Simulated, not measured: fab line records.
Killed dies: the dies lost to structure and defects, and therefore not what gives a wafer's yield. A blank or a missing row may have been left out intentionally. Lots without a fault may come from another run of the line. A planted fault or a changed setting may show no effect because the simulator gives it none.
Split-lot experiment    flow berkeley_cmos170    23 wafers read from 5 lots, route of 331 steps

## SPLIT DETAILS
At UCB170_PFIELD_COAT_01 (resist thk 900 nm), the setting spin_rpm was moved away from the recipe's 1500 rpm on 8 of the 23 wafers read, by +2.3% to +7.3%. For the rest of the wafers, this setting stayed at what the recipe calls for.

The reading is taken at the split's own step.

## THE READING
KrF_of_PFIELD_COAT_01.thk_nm (the simulator's own value, which no gauge read), in nm, at UCB170_PFIELD_COAT_01 (resist thk 900 nm). There is no usual value for it anywhere in the file. The 15 wafers here that ran the recipe average 900.7 nm, standard deviation 3.3 nm.

wafer   tool, chamber at the split  spin_rpm as run, rpm  against the recipe  KrF_of_PFIELD_COAT_01.thk_nm, nm  against lot-mates on the recipe
L074.1  litho_track-04, 0           1500                  recipe              901.7                             -
L074.5  litho_track-04, 0           1500                  recipe              897.8                             -
L074.6  litho_track-04, 0           1500                  recipe              898.7                             -
L077.2  litho_track-01, 0           1605                  +7.0%               866.2                             -28.7
L077.3  litho_track-01, 0           1500                  recipe              896.1                             -
L077.4  litho_track-01, 0           1500                  recipe              893.7                             -
L077.5  litho_track-01, 0           1605                  +7.0%               865.9                             -29.0
L077.6  litho_track-01, 0           1605                  +7.0%               863.1                             -31.8
L076.1  litho_track-03, 0           1500                  recipe              903                               -
L076.2  litho_track-03, 0           1500                  recipe              905.1                             -
L076.3  litho_track-03, 0           1500                  recipe              902.8                             -
L076.4  litho_track-03, 0           1500                  recipe              904.3                             -
L076.6  litho_track-03, 0           1500                  recipe              904                               -
L081.1  litho_track-04, 0           1500                  recipe              903.6                             -
L081.2  litho_track-04, 0           1500                  recipe              902.3                             -
L081.3  litho_track-04, 0           1500                  recipe              898                               -
L081.5  litho_track-04, 0           1610                  +7.3%               871.1                             -30.2
L081.6  litho_track-04, 0           1610                  +7.3%               866.2                             -35.1
L084.1  litho_track-03, 0           1535                  +2.3%               888                               -11.7
L084.3  litho_track-03, 0           1500                  recipe              897.8                             -
L084.4  litho_track-03, 0           1500                  recipe              901.6                             -
L084.5  litho_track-03, 0           1535                  +2.3%               888.4                             -11.3
L084.6  litho_track-03, 0           1535                  +2.3%               889.1                             -10.6

THE FIT
A straight line over all 23 wafers: KrF_of_PFIELD_COAT_01.thk_nm changes by -4.79 nm for each +1% of spin_rpm; r = -0.98; the points scatter about the line by 3.2 nm.
The same after taking each lot's own level away (the mean of its wafers on the recipe; 23 wafers): -4.35 nm for each +1%; r = -0.99; scatter 1.7 nm.
According to that fit, moving spin_rpm by its largest amount changes the reading by 32 nm.
The lots' own levels span 894.90 to 903.84 nm, that is 2.7 times the standard deviation above.
Thus the slope moves with the lot-to-lot level: the two fits are different.
Check: -32.5 nm against its lot-mates is what the line predicts for one of the wafers moved furthest among these (+7.3%) when that wafer is left out of the fit. It came out at -30.2 nm against them.

## THE OTHER SPLITS THESE WAFERS WENT THROUGH
Other splits were also applied to these wafers ahead of the reading. Each is held against what the fit with the lots' levels taken away leaves over:
other split on the same wafers        wafers away from the commonest value  r with KrF_of_PFIELD_COAT_01.thk_nm (lot level and that fit taken away)
UCB170_ZERO_STRIP_07 o2_flow_sccm     8                                     +0.05
UCB170_NWELL_PEB_10 peb_temp_c        9                                     -0.07
UCB170_NWELL_IMPLANT_14 energy_kev    4                                     -0.38
UCB170_WELLDRIVE_OXIDATION_01 temp_c  18                                    -0.04
UCB170_ACTIVE_OXIDATION_02 temp_c     15                                    -0.15
UCB170_ACTIVE_COAT_08 spin_rpm        8                                     -0.16

## THE WHOLE CHAIN: every reading that the file lists as answering this split, in the file's order
step                    what it does       reading                                                                        change (the file's fit)               r (the file's)
UCB170_PFIELD_COAT_01   resist thk 900 nm  KrF_of_PFIELD_COAT_01.thk_nm (the simulator's own value, which no gauge read)  -4.39 nm for each +1% of the setting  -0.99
UCB170_PFIELD_STRIP_08  strips in O2       strip_time_to_endpoint_s                                                       withheld for each +1% of the setting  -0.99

## FILE'S OWN FIT
KrF_of_PFIELD_COAT_01.thk_nm changes by -4.39 nm for each +1% of spin_rpm, r = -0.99.
